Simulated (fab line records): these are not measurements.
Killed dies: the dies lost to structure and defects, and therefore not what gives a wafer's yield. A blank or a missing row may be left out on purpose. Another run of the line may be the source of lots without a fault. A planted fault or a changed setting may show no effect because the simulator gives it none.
Which tool was responsible?    flow berkeleyCmos170    15 lots, 45 wafers sampled, at 5 steps of a route of 331

== WHAT EACH GAUGE READ, for each wafer ==
UCB170_PWELL_THK_MEAS_03. Usual: for PWELL_OXIDE_THK the level is 26.3 nm and the standard deviation is 0.48.
lot   measured     on            PWELL_OXIDE_THK (nm)  flag
L981  day 3 06:13  filmMetro-04  26.5 26.8 26.4        
L982  day 3 06:13  filmMetro-01  25.7 25.2 25.6        
L983  day 3 17:50  filmMetro-04  26.5 25.8 26.5        
L984  day 4 05:55  filmMetro-03  27.0 27.2 27.1        
L986  day 4 05:55  filmMetro-04  25.9 26.5 26.0        
L987  day 4 15:58  filmMetro-04  27.4 27.1 27.4        
L988  day 4 23:20  filmMetro-04  26.2 25.9 26.0        
L992  day 5 07:37  filmMetro-04  26.3 25.7 26.4        
L990  day 5 07:38  filmMetro-03  26.2 26.1 26.0        
L991  day 5 07:42  filmMetro-04  26.3 26.9 26.8        
L995  day 6 08:46  filmMetro-01  26.1 26.1 26.4        
L996  day 6 14:59  filmMetro-03  26.3 26.6 26.7        
L997  day 6 14:59  filmMetro-04  26.7 26.8 26.7        
L999  day 6 23:48  filmMetro-04  26.3 26.3 26.2        
L102  day 8 04:32  filmMetro-04  26.5 26.9 26.8        

UCB170_ACTIVE_THK_MEAS_06. Usual: for ACTIVE_NITRIDE_THK the level is 220.1 nm and the standard deviation is 2.3.
lot   measured      on            ACTIVE_NITRIDE_THK (nm)  flag
L981  day 4 21:05   filmMetro-03  217.5 216.3 216.9        
L982  day 4 21:05   filmMetro-01  218.9 217.3 219.0        
L983  day 5 11:06   filmMetro-02  219.5 221.0 221.0        
L984  day 6 00:18   filmMetro-02  223.3 222.0 220.5        
L986  day 6 00:22   filmMetro-02  220.7 220.2 221.8        
L987  day 6 11:04   filmMetro-02  221.2 220.7 220.4        
L988  day 6 16:38   filmMetro-01  220.7 223.3 222.8        
L992  day 7 01:55   filmMetro-03  225.2 224.7 225.3        
L990  day 7 01:55   filmMetro-02  219.5 221.9 220.1        
L991  day 7 01:56   filmMetro-01  221.8 223.0 221.9        
L995  day 8 14:25   filmMetro-02  218.7 219.3 220.4        
L996  day 9 02:19   filmMetro-02  221.6 222.1 221.8        
L997  day 9 02:16   filmMetro-02  217.9 216.2 218.2        
L999  day 9 02:17   filmMetro-01  222.8 223.0 222.0        
L102  day 10 05:17  filmMetro-02  217.8 216.0 218.8        

UCB170_SCREENOX_THK_MEAS_02. Usual: for SCREENOX_OXIDE_THK the level is 14.48 nm and the standard deviation is 0.29.
lot   measured      on            SCREENOX_OXIDE_THK (nm)  flag
L981  day 6 07:28   filmMetro-02  14.31 14.34 14.10        
L982  day 6 07:24   filmMetro-02  14.10 14.07 14.15        
L983  day 6 22:45   filmMetro-02  14.04 14.34 14.09        
L984  day 7 11:20   filmMetro-01  14.84 14.89 14.63        
L986  day 7 11:20   filmMetro-02  14.44 14.61 14.50        
L987  day 8 01:42   filmMetro-02  15.04 14.97 15.13        
L988  day 8 01:41   filmMetro-01  14.67 14.75 14.73        
L992  day 9 04:55   filmMetro-03  19.86 19.86 19.91        OFF
L990  day 9 04:55   filmMetro-02  20.25 19.95 19.98        OFF
L991  day 9 04:59   filmMetro-01  19.68 20.08 19.87        OFF
L995  day 10 00:34  filmMetro-01  13.94 13.90 14.12        
L996  day 10 09:59  filmMetro-03  14.37 14.22 14.58        
L997  day 10 09:56  filmMetro-03  14.34 14.32 14.46        
L999  day 10 09:55  filmMetro-02  14.21 14.03 14.08        
L102  day 11 13:27  filmMetro-02  14.52 14.23 14.41        

== WHAT TOOL EACH LOT RAN ON (gives the tool, then ch and the chambers of the sampled wafers, and finally the start) ==
lot   UCB170_PWELL_STRIP_16               UCB170_SCREENOX_OXIDATION_01
L981  plasmaAsher-03 ch 0,1, day 3 15:46  furnace-04 ch 0, day 6 05:44
L982  plasmaAsher-02 ch 0,1, day 3 15:52  furnace-04 ch 0, day 6 05:44
L983  plasmaAsher-02 ch 0,1, day 4 03:05  furnace-01 ch 0, day 6 21:04
L984  plasmaAsher-04 ch 0,1, day 4 12:34  furnace-02 ch 0, day 7 09:41
L986  plasmaAsher-02 ch 0, day 4 12:56    furnace-02 ch 0, day 7 09:41
L987  plasmaAsher-03 ch 0,1, day 5 02:05  furnace-02 ch 0, day 8 00:02
L988  plasmaAsher-04 ch 0,1, day 5 08:59  furnace-02 ch 0, day 8 00:02
L992  plasmaAsher-02 ch 0,1, day 5 15:19  furnace-02 ch 0, day 9 03:14
L990  plasmaAsher-03 ch 0,1, day 5 15:35  furnace-02 ch 0, day 9 03:14
L991  plasmaAsher-02 ch 0,1, day 5 15:28  furnace-02 ch 0, day 9 03:14
L995  plasmaAsher-04 ch 0,1, day 6 19:01  furnace-01 ch 0, day 9 22:54
L996  plasmaAsher-02 ch 0,1, day 7 01:04  furnace-04 ch 0, day 10 08:14
L997  plasmaAsher-03 ch 0,1, day 7 00:47  furnace-04 ch 0, day 10 08:14
L999  plasmaAsher-03 ch 0,1, day 7 08:52  furnace-04 ch 0, day 10 08:14
L102  plasmaAsher-03 ch 1, day 8 20:42    furnace-01 ch 0, day 11 11:47
- UCB170_PWELL_STRIP_16: strips in O2.
- UCB170_SCREENOX_OXIDATION_01: target thk 14.4 nm, ox time 2400 s.

== WHAT THE TOOLS THEMSELVES READ (means of the sampled wafers that have a number; where no wafer has one, the mark that the record gives instead) ==
UCB170_PWELL_STRIP_16. Usual: drypumpMotorCurrentA 5.6 A, standard deviation 0.55; oesProductAu 0.721 a.u., standard deviation 0.0045; stripTimeToEndpointS 18.16 s, standard deviation 0.08.
lot   tool            drypumpMotorCurrentA (A)  oesProductAu (a.u.)  stripTimeToEndpointS (s)  flag
L981  plasmaAsher-03  5.6                       0.719                18.02                     
L982  plasmaAsher-02  6.0                       0.725                18.10                     
L983  plasmaAsher-02  6.0                       0.723                18.05                     
L984  plasmaAsher-04  5.5                       0.718                18.12                     
L986  plasmaAsher-02  6.4                       0.718                18.09                     
L987  plasmaAsher-03  5.6                       0.723                18.21                     
L988  plasmaAsher-04  5.5                       0.717                18.15                     
L992  plasmaAsher-02  5.6                       0.723                18.23                     
L990  plasmaAsher-03  5.2                       0.723                18.13                     
L991  plasmaAsher-02  5.6                       0.721                18.21                     
L995  plasmaAsher-04  5.5                       0.724                18.18                     
L996  plasmaAsher-02  6.0                       0.721                18.10                     
L997  plasmaAsher-03  5.7                       0.722                18.10                     
L999  plasmaAsher-03  5.2                       0.717                18.27                     
L102  plasmaAsher-03  4.8                       0.722                18.23                     

UCB170_SCREENOX_OXIDATION_01. Usual: spikeTcCentreC 902.0 C, standard deviation 1.1; spikeTcLoadC 926.7 C, standard deviation 2.5; spikeTcSourceC 922.7 C, standard deviation 2.6; tubeCenterTempC 900 C, standard deviation 0.083; tube_center_temp_C_max 902.3, standard deviation 0.36.
lot   tool        spikeTcCentreC (C)  spikeTcLoadC (C)  spikeTcSourceC (C)  tubeCenterTempC (C)  tube_center_temp_C_max  flag
L981  furnace-04  902.3               928.3             918.7               900                  902.2                   
L982  furnace-04  901.8               928.9             920.7               900                  902.1                   
L983  furnace-01  902.3               922.6             925.6               900                  902.0                   
L984  furnace-02  902.3               926.1             924.7               900                  902.6                   
L986  furnace-02  901.9               927.2             923.5               900                  902.4                   
L987  furnace-02  902.2               926.8             923.1               900                  902.3                   
L988  furnace-02  903.0               927.0             923.5               900                  902.3                   
L992  furnace-02  934.5               958.2             957.0               932                  933.9                   OFF
L990  furnace-02  934.4               957.7             956.8               932                  934.5                   OFF
L991  furnace-02  933.8               958.7             955.5               932                  934.4                   OFF
L995  furnace-01  901.4               922.2             925.1               900                  902.5                   
L996  furnace-04  901.8               928.8             919.8               900                  902.4                   
L997  furnace-04  900.8               928.4             919.4               900                  902.5                   
L999  furnace-04  901.4               929.0             920.9               900                  902.1                   
L102  furnace-01  902.7               922.2             925.3               900                  902.5                   

== THE ANSWER, worked out from the rows above alone ==
Rule: a lot is off if the mean of its wafers that have a number lies more than 3 standard deviations from the usual mean. Also off: a lot with no number at a reading for which 4 or more lots have one. Any other lot the step has rows for is counted as sound. First the gauges in route order, then the tools' own readings, where a lot's mean is used as printed above. The first step at which some lot is off is used, and at that step the reading that is off furthest; a lot without a number counts as furthest.
Off: L992, L990, L991, seen at UCB170_SCREENOX_THK_MEAS_02 (SCREENOX_OXIDE_THK).
A tool fits if, at a process step before that reading, it ran every lot that is off, and no sound lot after the first of them. Not tried: the gauges at UCB170_SCREENOX_THK_MEAS_02; whatever is off there is also off at UCB170_SCREENOX_OXIDATION_01, on other tools, and gauge error can't account for it. One candidate fits, namely furnace-02 at UCB170_SCREENOX_OXIDATION_01. A fault onset in the window from L987 (day 8 00:02, its last sound lot) to L990 (day 9 03:14, its first lot off) fits.
The tool's own readings at UCB170_SCREENOX_OXIDATION_01 bear it out: on the lots that are off they differ by more than 5 times the standard deviation of the sound lots' means. spikeTcCentreC reads 934.2 C there against 902.0 C on the sound lots; spikeTcLoadC reads 958.2 C there against 926.5 C on the sound lots; spikeTcSourceC reads 956.4 C there against 922.5 C on the sound lots; tubeCenterTempC reads 932 C there against 900 C on the sound lots; tube_center_temp_C_max reads 934.3 there against 902.3 on the sound lots.

== WHAT HAD BEEN PUT IN BY THE SIMULATOR ==
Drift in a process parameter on furnace-02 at UCB170_SCREENOX_OXIDATION_01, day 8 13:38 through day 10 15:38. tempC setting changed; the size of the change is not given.
Struck lots among those shown: L992, L990, L991. The rule above found the same.
